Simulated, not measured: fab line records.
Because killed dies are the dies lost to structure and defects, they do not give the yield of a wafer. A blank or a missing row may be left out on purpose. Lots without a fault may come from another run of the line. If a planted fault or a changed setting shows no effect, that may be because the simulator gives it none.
The tool behind it: which one? + flow berkeley-cmos170 + 14 lots, 42 wafers sampled, at 6 steps of a route of 331

WHAT THE GAUGES SHOWED, per wafer
UCB170_NLDD_TW_MEAS_11.
| lot  | measured    | on            | NLDD_TW        |
|------|-------------|---------------|----------------|
| L596 | day 6 22:04 | film-metro-02 | 2199 2190 2203 |
| L597 | day 6 22:58 | film-metro-02 | 2213 2193 2192 |
| L598 | day 6 22:40 | film-metro-04 | 2232 2231 2231 |
| L601 | day 7 22:01 | film-metro-04 | 2199 2212 2210 |
| L603 | day 7 21:56 | film-metro-01 | 2243 2234 2237 |
| L604 | day 8 06:26 | film-metro-02 | 2202 2192 2199 |
| L605 | day 8 20:48 | film-metro-02 | 2218 2219 2204 |
| L607 | day 8 21:05 | film-metro-02 | 2210 2211 2211 |
| L608 | day 8 20:15 | film-metro-02 | 2211 2201 2211 |
| L609 | day 8 19:35 | film-metro-02 | 2218 2204 2203 |
| L610 | day 9 07:25 | film-metro-01 | 2223 2249 2234 |
| L611 | day 9 11:40 | film-metro-02 | 2206 2186 2207 |
| L612 | day 9 22:00 | film-metro-04 | 2297 2296 2302 |
| L613 | day 9 22:34 | film-metro-01 | 2319 2317 2316 |

UCB170_SDANNEAL_RS_MEAS_05: uses a four-point probe to measure.
| lot  | measured     | on            | NLDD_RS (ohm/sq)  |
|------|--------------|---------------|-------------------|
| L596 | day 7 08:50  | film-metro-04 | 618.5 617.4 619.4 |
| L597 | day 7 11:12  | film-metro-04 | 617.8 616.2 617.9 |
| L598 | day 7 10:56  | film-metro-01 | 616.0 615.2 614.5 |
| L601 | day 8 07:55  | film-metro-02 | 617.9 617.6 614.6 |
| L603 | day 8 08:23  | film-metro-01 | 617.4 617.3 615.6 |
| L604 | day 8 17:35  | film-metro-02 | 618.9 618.8 618.8 |
| L605 | day 9 06:02  | film-metro-02 | 617.4 617.1 615.8 |
| L607 | day 9 08:32  | film-metro-02 | 618.0 617.4 618.1 |
| L608 | day 9 05:43  | film-metro-01 | 617.4 615.0 615.9 |
| L609 | day 9 04:38  | film-metro-01 | 616.4 615.1 617.7 |
| L610 | day 9 17:36  | film-metro-04 | 614.9 616.8 615.3 |
| L611 | day 9 23:09  | film-metro-02 | 617.1 615.8 616.0 |
| L612 | day 10 10:30 | film-metro-02 | 585.9 584.3 585.1 |
| L613 | day 10 10:18 | film-metro-04 | 582.7 583.5 584.9 |

UCB170_M1_THK_MEAS_02: measures by xrf.
| lot  | measured     | on            | M1_AL_THK (nm) |
|------|--------------|---------------|----------------|
| L596 | day 7 14:25  | film-metro-04 | 597 596 590    |
| L597 | day 7 17:33  | film-metro-01 | 603 609 597    |
| L598 | day 7 17:01  | film-metro-01 | 600 604 601    |
| L601 | day 8 14:53  | film-metro-02 | 590 587 593    |
| L603 | day 8 19:05  | film-metro-01 | 620 607 610    |
| L604 | day 9 00:13  | film-metro-02 | 590 597 597    |
| L605 | day 9 12:55  | film-metro-04 | 601 602 601    |
| L607 | day 9 16:39  | film-metro-02 | 597 597 595    |
| L608 | day 9 12:45  | film-metro-01 | 605 598 604    |
| L609 | day 9 09:57  | film-metro-01 | 585 597 603    |
| L610 | day 10 00:37 | film-metro-02 | 592 605 611    |
| L611 | day 10 04:22 | film-metro-01 | 596 592 599    |
| L612 | day 10 16:22 | film-metro-04 | 592 597 607    |
| L613 | day 10 16:07 | film-metro-01 | 596 596 597    |

WHICH TOOL RAN EACH LOT (tool, then ch and the chambers of the sampled wafers, then the start)
| lot  | UCB170_ZERO_ETCH_06               | UCB170_NLDD_IMPLANT_09         | UCB170_CONTACT_ETCH_17             |
|------|-----------------------------------|--------------------------------|------------------------------------|
| L596 | rie-diel-02 ch 1,2,3, day 1 18:37 | implanter-04 ch 0, day 6 21:49 | rie-diel-01 ch 0,1,2, day 7 13:39  |
| L597 | rie-diel-02 ch 0,1,2, day 1 23:53 | implanter-04 ch 0, day 6 22:43 | rie-diel-04 ch 0,2,3, day 7 16:47  |
| L598 | rie-diel-01 ch 0,1,2, day 2 05:41 | implanter-04 ch 0, day 6 22:25 | rie-diel-03 ch 0,1,2, day 7 16:16  |
| L601 | rie-diel-01 ch 0,1,2, day 3 00:24 | implanter-03 ch 0, day 7 21:46 | rie-diel-04 ch 1,2,3, day 8 14:08  |
| L603 | rie-diel-03 ch 1,2, day 3 07:47   | implanter-01 ch 0, day 7 21:42 | rie-diel-01 ch 1,2, day 8 18:01    |
| L604 | rie-diel-03 ch 0,1,3, day 3 12:16 | implanter-03 ch 0, day 8 06:12 | rie-diel-01 ch 0, day 8 22:53      |
| L605 | rie-diel-01 ch 0,1,3, day 3 18:11 | implanter-01 ch 0, day 8 20:33 | rie-diel-01 ch 0,1, day 9 12:05    |
| L607 | rie-diel-02 ch 0,3, day 4 04:00   | implanter-04 ch 0, day 8 20:50 | rie-diel-03 ch 0,2,3, day 9 13:58  |
| L608 | rie-diel-01 ch 0,1,3, day 4 04:12 | implanter-04 ch 0, day 8 20:01 | rie-diel-04 ch 0,2,3, day 9 11:59  |
| L609 | rie-diel-02 ch 0,1,2, day 4 11:50 | implanter-01 ch 0, day 8 19:21 | rie-diel-01 ch 0,1, day 9 09:12    |
| L610 | rie-diel-03 ch 0,2, day 4 15:18   | implanter-03 ch 0, day 9 07:11 | rie-diel-03 ch 0,1, day 9 23:50    |
| L611 | rie-diel-01 ch 0,1, day 4 20:07   | implanter-03 ch 0, day 9 11:25 | rie-diel-01 ch 0,2,3, day 10 03:27 |
| L612 | rie-diel-01 ch 0,3, day 5 07:31   | implanter-03 ch 0, day 9 21:45 | rie-diel-01 ch 0,3, day 10 15:38   |
| L613 | rie-diel-03 ch 0,1, day 5 13:18   | implanter-03 ch 0, day 9 22:20 | rie-diel-04 ch 0,3, day 10 15:21   |
- UCB170_ZERO_ETCH_06: etches SiO2 in CHF3/CF4/Ar, time 12 s.
- UCB170_NLDD_IMPLANT_09
- UCB170_CONTACT_ETCH_17: etches BARC in N2/H2.

WHAT THE TOOLS THEMSELVES READ (means of the sampled wafers that have a number; where no wafer has one, the mark that the record gives instead)
UCB170_ZERO_ETCH_06.
| lot  | tool        | drypump-motor-current-A (A) | oes-product-au (a.u.) | throttle-valve-pct (%) |
|------|-------------|-----------------------------|-----------------------|------------------------|
| L596 | rie-diel-02 | 5.3                         | 0.611                 | 9.27                   |
| L597 | rie-diel-02 | 5.3                         | 0.620                 | 9.30                   |
| L598 | rie-diel-01 | 6.1                         | 0.616                 | 9.38                   |
| L601 | rie-diel-01 | 6.1                         | 0.614                 | 9.38                   |
| L603 | rie-diel-03 | 6.0                         | 0.618                 | 9.26                   |
| L604 | rie-diel-03 | 5.9                         | 0.626                 | 9.20                   |
| L605 | rie-diel-01 | 5.9                         | 0.613                 | 9.31                   |
| L607 | rie-diel-02 | 5.5                         | 0.611                 | 9.18                   |
| L608 | rie-diel-01 | 6.0                         | 0.612                 | 9.30                   |
| L609 | rie-diel-02 | 5.3                         | 0.616                 | 9.32                   |
| L610 | rie-diel-03 | 5.9                         | 0.621                 | 9.08                   |
| L611 | rie-diel-01 | 6.3                         | 0.609                 | 9.36                   |
| L612 | rie-diel-01 | 5.6                         | 0.615                 | 9.26                   |
| L613 | rie-diel-03 | 5.9                         | 0.620                 | 9.17                   |

UCB170_NLDD_IMPLANT_09.
| lot  | tool         | beam-energy-keV | end-station-pressure-torr (Torr) |
|------|--------------|-----------------|----------------------------------|
| L596 | implanter-04 | 29.998          | 5.24e-06                         |
| L597 | implanter-04 | 29.984          | 5.08e-06                         |
| L598 | implanter-04 | 30.011          | 5.01e-06                         |
| L601 | implanter-03 | 29.990          | 5.13e-06                         |
| L603 | implanter-01 | 29.983          | 5.06e-06                         |
| L604 | implanter-03 | 29.996          | 5.12e-06                         |
| L605 | implanter-01 | 29.992          | 4.96e-06                         |
| L607 | implanter-04 | 29.990          | 5.15e-06                         |
| L608 | implanter-04 | 30.008          | 5.07e-06                         |
| L609 | implanter-01 | 29.994          | 5.10e-06                         |
| L610 | implanter-03 | 30.000          | 5.13e-06                         |
| L611 | implanter-03 | 29.995          | 4.98e-06                         |
| L612 | implanter-03 | 36.606          | 4.90e-06                         |
| L613 | implanter-03 | 36.602          | 4.94e-06                         |

UCB170_CONTACT_ETCH_17.
| lot  | tool        | drypump-motor-current-A (A) | oes-product-au (a.u.) | throttle-valve-pct (%) |
|------|-------------|-----------------------------|-----------------------|------------------------|
| L596 | rie-diel-01 | 6.11                        | 0.985                 | 13.38                  |
| L597 | rie-diel-04 | 5.95                        | 0.990                 | 13.21                  |
| L598 | rie-diel-03 | 5.95                        | 0.993                 | 13.27                  |
| L601 | rie-diel-04 | 5.78                        | 0.994                 | 13.28                  |
| L603 | rie-diel-01 | 6.13                        | 0.994                 | 13.40                  |
| L604 | rie-diel-01 | 5.86                        | 0.961                 | 13.37                  |
| L605 | rie-diel-01 | 6.29                        | 0.975                 | 13.37                  |
| L607 | rie-diel-03 | 5.95                        | 1.004                 | 13.33                  |
| L608 | rie-diel-04 | 5.96                        | 1.004                 | 13.20                  |
| L609 | rie-diel-01 | 6.30                        | 0.986                 | 13.38                  |
| L610 | rie-diel-03 | 5.91                        | 0.978                 | 13.33                  |
| L611 | rie-diel-01 | 5.76                        | 1.000                 | 13.39                  |
| L612 | rie-diel-01 | 5.63                        | 1.005                 | 13.39                  |
| L613 | rie-diel-04 | 6.15                        | 1.023                 | 13.22                  |

THE ANSWER, worked out from the rows above alone
Rule: what is usual is taken from the lots themselves. Put in order of their means at a reading, lots are off if they are a third of the lots or fewer, leave a main group of 4 or more, and stand apart from it by a gap of 3 or more times the standard deviation of the main group's means; of several such gaps the widest counts. A main group whose means are all the same, to the digits that the tables above print for the reading, isn't used. A lot without any number at a reading at which 4 lots or more have one is off too. All remaining lots with rows at the step are treated as sound. First the gauges in route order, then the tools' own readings, where a lot's mean is used as printed above. At the first step where some lot is off, the reading lying furthest off is the one used; lots without a number count as furthest.
Off: L612, L613, at UCB170_NLDD_TW_MEAS_11 (NLDD_TW). Mean 2212 and standard deviation 14 in the main group.
A tool fits if, at a process step before that reading, it ran every lot that is off, and no sound lot after the first of them. Not tried: the gauges at UCB170_NLDD_TW_MEAS_11; whatever is off there is also off at UCB170_NLDD_IMPLANT_09, on other tools, and gauge error can't account for it. One candidate fits, namely implanter-03 at UCB170_NLDD_IMPLANT_09. A fault onset in the window from L611 (day 9 11:25, its last sound lot) to L612 (day 9 21:45, its first lot off) fits.
The tool's own readings at UCB170_NLDD_IMPLANT_09 bear it out: on the lots that are off they differ by more than 5 times the standard deviation of the sound lots' means. beam-energy-keV reads 36.604 there against 29.995 on the sound lots.

WHAT HAD BEEN PUT IN BY THE SIMULATOR
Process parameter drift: implanter-03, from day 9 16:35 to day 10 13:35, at UCB170_NLDD_IMPLANT_09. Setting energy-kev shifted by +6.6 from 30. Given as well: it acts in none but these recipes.
Shown lots that were struck: L612, L613. The rule above found the same.
